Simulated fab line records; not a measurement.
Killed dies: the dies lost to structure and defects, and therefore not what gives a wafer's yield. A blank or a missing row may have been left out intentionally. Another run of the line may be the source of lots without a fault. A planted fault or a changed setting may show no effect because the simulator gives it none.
fab line records	flow ritCmos
record lots=6	wafers=18	lastDay=7
route steps=202 shown PWELL@46 WELLDRIVE@50 NWELL@51 NRETRO@53 M1@202
lots that met no fault: from a run of the same line without faults
startH: the number of hours between the record's first day and the start of the first shown wafer of the lot	waitH: hours elapsed since this lot's preceding step	" repeats the value in the row above	L1.1+2: one row covering several wafers at once	- value missing, or start not given	* or withheld: withheld	< > ~ a bound
route shown NAME@n: a module of which the file shows steps, and the number in the route of the first	usual: the fault-free wafers' mean and standard deviation	same: alike in all rows	chamber/n: place in a boat	sites: each site's reading	_std_site: their standard deviation	_edge_site: outer sites' mean less inner sites'	radiusMm: for every site, how far away it sits from the centre of the wafer	mask NAME#n: copy n	behind: the most recent tool/chamber to have shaped the wafer	hold: cause of the lot's hold/its duration in hours/its outcome	device: whichever transistor did not switch (one of n, p or np)	end of line: the route-end tests of the same wafers	a step without rows: its recipe alone	killed: count of dies lost to structure and defects at first sort (not the wafer's yield)	map: a wafer's dies, x killed, . not, _ none there
set.NAME: the setting that was run; set.NAME@STEP: the one run at that earlier step	model.NAME: the simulator's own value behind a step, which no gauge read
certain route steps with their lots: each step a table, each wafer a row
services: the hour from which a tool's chamber was out of use, counted from the record's first day as startH (under 0 if before that day), plus the number of hours and why
## steps
# step RIT_PWELL_HARDBAKE_07
# recipe resist=NOVOLAK	tempC=140	timeS=120
# step RIT_PWELL_IMPLANT_08
# recipe species=B	energyKev=170	doseCm2=7e+13	tiltDeg=7
# step RIT_PWELL_STRIP_09
# recipe chemistry=O2	timeS=180	resist=NOVOLAK	platenTempC=withheld	powerW=500	pressureMtorr=4000	o2FlowSccm=4000
# usual drypumpMotorCurrentA=5.4/0.43
lot.wafer	tool	chamber	startH	waitH	drypumpMotorCurrentA	rfHoursCounterH
L550.2	plasmaAsher-04	1	79.30	0.1	4.9	45
L550.5	"	0	"	"	5.6	-
L550.6	"	1	"	"	4.9	-
L552.1	plasmaAsher-04	1	84.15	0.1	4.9	46
L552.2	"	0	"	"	5.5	46
L552.6	"	0	"	"	5.5	-
L551.1	plasmaAsher-01	1	84.44	0.1	5.7	24
L551.3	"	0	"	"	6.0	-
L551.6	"	1	"	"	5.7	-
L553.1	plasmaAsher-04	0	84.62	0.1	5.5	46
L553.3	"	0	"	"	5.5	-
L553.5	"	1	"	"	4.9	-
L564.1	plasmaAsher-04	1	134.88	0.1	4.9	53
L564.3	"	0	"	"	5.5	-
L564.5	"	1	"	"	4.9	-
L565.2	plasmaAsher-01	1	139.06	0.1	5.7	31
L565.3	"	1	"	"	5.7	-
L565.5	"	0	"	"	6.0	-
# step RIT_PWELL_TW_MEAS_10
# usual PWELL_TW=955/8
lot.wafer	tool	chamber	startH	waitH	PWELL_TW
L550.2	filmMetro-01	-	79.49	0.1	941
L550.5	"	-	"	"	940
L550.6	"	-	"	"	942
L552.1	filmMetro-04	-	84.33	0.1	950
L552.2	"	-	"	"	954
L552.6	"	-	"	"	955
L551.1	filmMetro-03	-	84.62	0.1	961
L551.3	"	-	"	"	961
L551.6	"	-	"	"	964
L553.1	filmMetro-04	-	84.79	0.1	960
L553.3	"	-	"	"	957
L553.5	"	-	"	"	957
L564.1	filmMetro-04	-	135.05	0.1	953
L564.3	"	-	"	"	955
L564.5	"	-	"	"	953
L565.2	filmMetro-03	-	139.25	0.1	967
L565.3	"	-	"	"	969
L565.5	"	-	"	"	963
# step RIT_WELLDRIVE_ANNEAL_00
# recipe tempC=1100	timeS=14700	ambient=N2
# step RIT_WELLDRIVE_RS_MEAS_01
# recipe thkMeasGauge=four-point-probe
# usual NWELL_RS=275.2/0.6
lot.wafer	tool	chamber	startH	waitH	NWELL_RS[ohm/sq]
L550.2	filmMetro-04	-	88.46	0.0	274.9
L550.5	"	-	"	"	275.6
L550.6	"	-	"	"	276.2
L551.1	filmMetro-01	-	93.52	0.0	275.3
L551.3	"	-	"	"	275.5
L551.6	"	-	"	"	275.6
L552.1	filmMetro-04	-	93.52	0.0	274.8
L552.2	"	-	"	"	274.5
L552.6	"	-	"	"	275.2
L553.1	filmMetro-03	-	93.57	0.0	275.3
L553.3	"	-	"	"	275.3
L553.5	"	-	"	"	275.2
L564.1	filmMetro-03	-	140.20	0.0	274.6
L564.3	"	-	"	"	274.4
L564.5	"	-	"	"	274.2
L565.2	filmMetro-04	-	144.80	0.0	275.1
L565.3	"	-	"	"	274.9
L565.5	"	-	"	"	274.7
# step RIT_WELLDRIVE_RS_MEAS_02
# recipe thkMeasGauge=four-point-probe
# usual PWELL_RS=429.3/1.1
lot.wafer	tool	chamber	startH	waitH	PWELL_RS[ohm/sq]
L550.2	filmMetro-04	-	88.58	0.1	428.5
L550.5	"	-	"	"	428.4
L550.6	"	-	"	"	427.8
L551.1	filmMetro-01	-	93.64	0.1	428.3
L551.3	"	-	"	"	429.2
L551.6	"	-	"	"	429.1
L552.1	filmMetro-04	-	93.64	0.1	430.3
L552.2	"	-	"	"	430.2
L552.6	"	-	"	"	429.9
L553.1	filmMetro-03	-	93.69	0.1	429.5
L553.3	"	-	"	"	430.3
L553.5	"	-	"	"	430.5
L564.1	filmMetro-03	-	140.32	0.1	431.8
L564.3	"	-	"	"	430.4
L564.5	"	-	"	"	430.7
L565.2	filmMetro-04	-	144.92	0.1	426.9
L565.3	"	-	"	"	427.3
L565.5	"	-	"	"	428.4
# step RIT_NRETRO_HMDS_00
# recipe primeTimeS=60	primeTempC=140
# step RIT_NRETRO_COAT_01
# recipe resist=NOVOLAK	spinRpm=2000	resistThkNm=1300
# step RIT_NRETRO_SOFTBAKE_02
# recipe resist=NOVOLAK	tempC=90	timeS=60
# step RIT_NRETRO_EXPOSE_03
# recipe maskId=M4	na=0.57	targetCdNm=43900	doseMj=250
# step RIT_NRETRO_PEB_04
# recipe resist=NOVOLAK	tempC=withheld	timeS=withheld
# step RIT_NRETRO_DEVELOP_05
# recipe resist=NOVOLAK	developTimeS=68	devTempC=23
# usual developerTempC=22.99/0.11	resistLineTempC=22.99/0.095
lot.wafer	tool	chamber	startH	waitH	developerTempC	resistLineTempC
L550.2	lithoTrack-01	0	89	-	23.01	22.93
L550.5	"	0	"	"	23.23	23.07
L550.6	"	0	"	"	23.37	22.95
L552.1	lithoTrack-02	0	94	-	23.06	23.10
L552.2	"	0	"	"	22.92	23.11
L552.6	"	0	"	"	22.93	23.07
L551.1	lithoTrack-04	0	94	-	23.17	23.04
L551.3	"	0	"	"	23.16	23.00
L551.6	"	0	"	"	22.97	23.09
L553.1	lithoTrack-04	0	95	-	22.96	23.00
L553.3	"	0	"	"	22.93	22.82
L553.5	"	0	"	"	22.87	22.86
L564.1	lithoTrack-04	0	141	-	25.42	22.98
L564.3	"	0	"	"	25.45	22.97
L564.5	"	0	"	"	25.27	22.99
L565.2	lithoTrack-04	0	145	-	25.24	23.07
L565.3	"	0	"	"	25.32	23.03
L565.5	"	0	"	"	25.27	23.06
# step RIT_NRETRO_OVL_MEAS_06
# usual NRETRO_OVL=0.2/1.1
lot.wafer	tool	chamber	startH	waitH	NRETRO_OVL[nm]
L550.2	overlay-02	-	89.81	-	-0.5
L550.5	"	-	"	"	0.2
L550.6	"	-	"	"	1.2
L552.1	overlay-01	-	94.64	-	1.0
L552.2	"	-	"	"	2.0
L552.6	"	-	"	"	0.9
L551.1	overlay-01	-	94.98	-	0.3
L551.3	"	-	"	"	0.2
L551.6	"	-	"	"	-0.1
L553.1	overlay-01	-	95.29	-	-1.5
L553.3	"	-	"	"	1.9
L553.5	"	-	"	"	1.0
L564.1	overlay-01	-	141.32	-	0.8
L564.3	"	-	"	"	0.2
L564.5	"	-	"	"	-0.4
L565.2	overlay-02	-	146.03	-	1.7
L565.3	"	-	"	"	0.8
L565.5	"	-	"	"	0.3
# step RIT_M1_PROBE_99
# usual killedAtContacts=0.1/0.23	killedAtFrontEnd=6.7/2.9	killedDies=6.8/2.9	killedOnRim=1.9/1.4	killedOpen=3.5/2.1	killedShort=3.2/1.9
# same grossDies=264	killed_at_M0_to_M3=0	killed_at_M4_up=0	killedAtBackSide=0	killedAtOther=0
lot.wafer	tool	chamber	startH	waitH	killedAtContacts	killedAtFrontEnd	killedDies	killedOnRim	killedOpen	killedShort
L550.2	prober-01	-	128.08	0.1	0	7	7	3	0	7
L550.5	prober-01	-	128.23	0.2	0	6	6	2	2	4
L550.6	prober-01	-	128.28	0.2	0	5	5	3	3	2
L552.1	prober-02	-	130.45	0.1	1	7	8	5	3	5
L552.2	prober-02	-	130.50	0.1	0	5	5	1	5	0
L552.6	prober-02	-	130.70	0.2	0	9	9	1	1	8
L551.1	prober-01	-	134.37	0.1	0	5	5	0	0	5
L551.3	prober-01	-	134.47	0.2	0	4	4	0	3	1
L551.6	prober-01	-	134.62	0.2	0	4	4	0	2	2
L553.1	prober-02	-	135.87	0.1	0	5	5	0	5	0
L553.3	prober-02	-	135.97	0.2	0	4	4	2	3	1
L553.5	prober-02	-	136.07	0.2	0	4	4	0	1	3
L564.1	prober-01	-	171.66	0.1	0	12	12	5	8	4
L564.3	prober-01	-	171.76	0.2	0	6	6	2	3	3
L564.5	prober-01	-	171.86	0.2	0	7	7	3	5	2
L565.2	prober-02	-	178.03	0.1	1	4	5	1	4	1
L565.3	prober-02	-	178.08	0.2	0	11	11	4	5	6
L565.5	prober-02	-	178.18	0.2	0	2	2	2	2	0
# killed by level:class
L550.2 FOX2:geometricParticle:short=2 SILICIDE:geometricParticle:short=2 FOX1:geometricParticle:short=1 GATE:geometricParticle:short=1 SPACER:geometricParticle:short=1
L550.5 FOX1:geometricParticle:short=2 FOX2:geometricParticle:short=2 FOX1:geometricParticle:open=1 SILICIDE:geometricParticle:open=1
L550.6 GATE:geometricParticle:open=1 GATE:geometricParticle:short=1 REOX:geometricParticle:short=1 SPACER:geometricParticle:open=1 SILICIDE:geometricParticle:open=1
L552.1 GATE:geometricParticle:short=3 GATE:geometricParticle:open=2 FOX2:geometricParticle:open=1 SPACER:geometricParticle:short=1 CONTACT:geometricParticle:short=1
L552.2 GATE:geometricParticle:open=2 FOX1:geometricParticle:open=1 REOX:geometricParticle:open=1 SILICIDE:geometricParticle:open=1
L552.6 GATE:geometricParticle:short=2 SPACER:geometricParticle:short=2 SILICIDE:geometricParticle:short=2 FOX1:geometricParticle:short=1 REOX:geometricParticle:short=1 SPACER:geometricParticle:open=1
L551.1 GATE:geometricParticle:short=3 SPACER:geometricParticle:short=1 SILICIDE:geometricParticle:short=1
L551.3 GATE:geometricParticle:open=2 FOX1:geometricParticle:open=1 FOX2:geometricParticle:short=1
L551.6 GATE:geometricParticle:short=2 FOX1:geometricParticle:open=1 GATE:geometricParticle:open=1
L553.1 SPACER:geometricParticle:open=3 SILICIDE:geometricParticle:open=2
L553.3 SPACER:geometricParticle:open=3 SILICIDE:geometricParticle:short=1
L553.5 FOX1:geometricParticle:short=1 FOX2:geometricParticle:short=1 SILICIDE:geometricParticle:open=1 SILICIDE:geometricParticle:short=1
L564.1 SPACER:geometricParticle:open=4 GATE:geometricParticle:open=2 FOX1:geometricParticle:short=1 FOX1:geometricParticle:open=1 GATE:geometricParticle:short=1 REOX:geometricParticle:open=1 REOX:geometricParticle:short=1 SPACER:geometricParticle:short=1
L564.3 SPACER:geometricParticle:open=2 SPACER:geometricParticle:short=2 REOX:geometricParticle:open=1 SILICIDE:geometricParticle:short=1
L564.5 SILICIDE:geometricParticle:open=3 GATE:geometricParticle:open=1 REOX:geometricParticle:short=1 SPACER:geometricParticle:open=1 SPACER:geometricParticle:short=1
L565.2 FOX2:geometricParticle:short=1 FOX2:geometricParticle:open=1 SPACER:geometricParticle:open=1 SILICIDE:geometricParticle:open=1 CONTACT:geometricParticle:open=1
L565.3 GATE:geometricParticle:short=5 REOX:geometricParticle:open=3 GATE:geometricParticle:open=2 SILICIDE:geometricParticle:short=1
L565.5 FOX1:geometricParticle:open=1 SPACER:geometricParticle:open=1
## services
tool	chamber	startH	hours	kind
plasmaAsher-01	-	64.14	1.0	repair
plasmaAsher-01	-	98.66	2.8	pm
## key
firstSign step=RIT_NRETRO_DEVELOP_05	reading=developerTempC	direction=up	sigmas=20	usual=*	struck=*
effect none on later readings
metAt RIT_NRETRO_DEVELOP_05
struckWafers L564.1,L564.3,L564.5,L565.2,L565.3,L565.5
testerLeftOut L564,L565
onsetBetween 95 141
fault kind=processParameterDrift	tool=lithoTrack-04	chamber=-	onsetH=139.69	steps=RIT_NRETRO_DEVELOP_05	channel=devTempC	offset=*	shape=step	endH=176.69	actsIn=*	stated=*
# testerLeftOut: of these lots the tester's yield and bins aren't shown, on N5 and GAA mostly nor the transistor test; their killed dies are dies lost to structure and defects alone, not to doping, threshold or leakage, so they don't give the yield
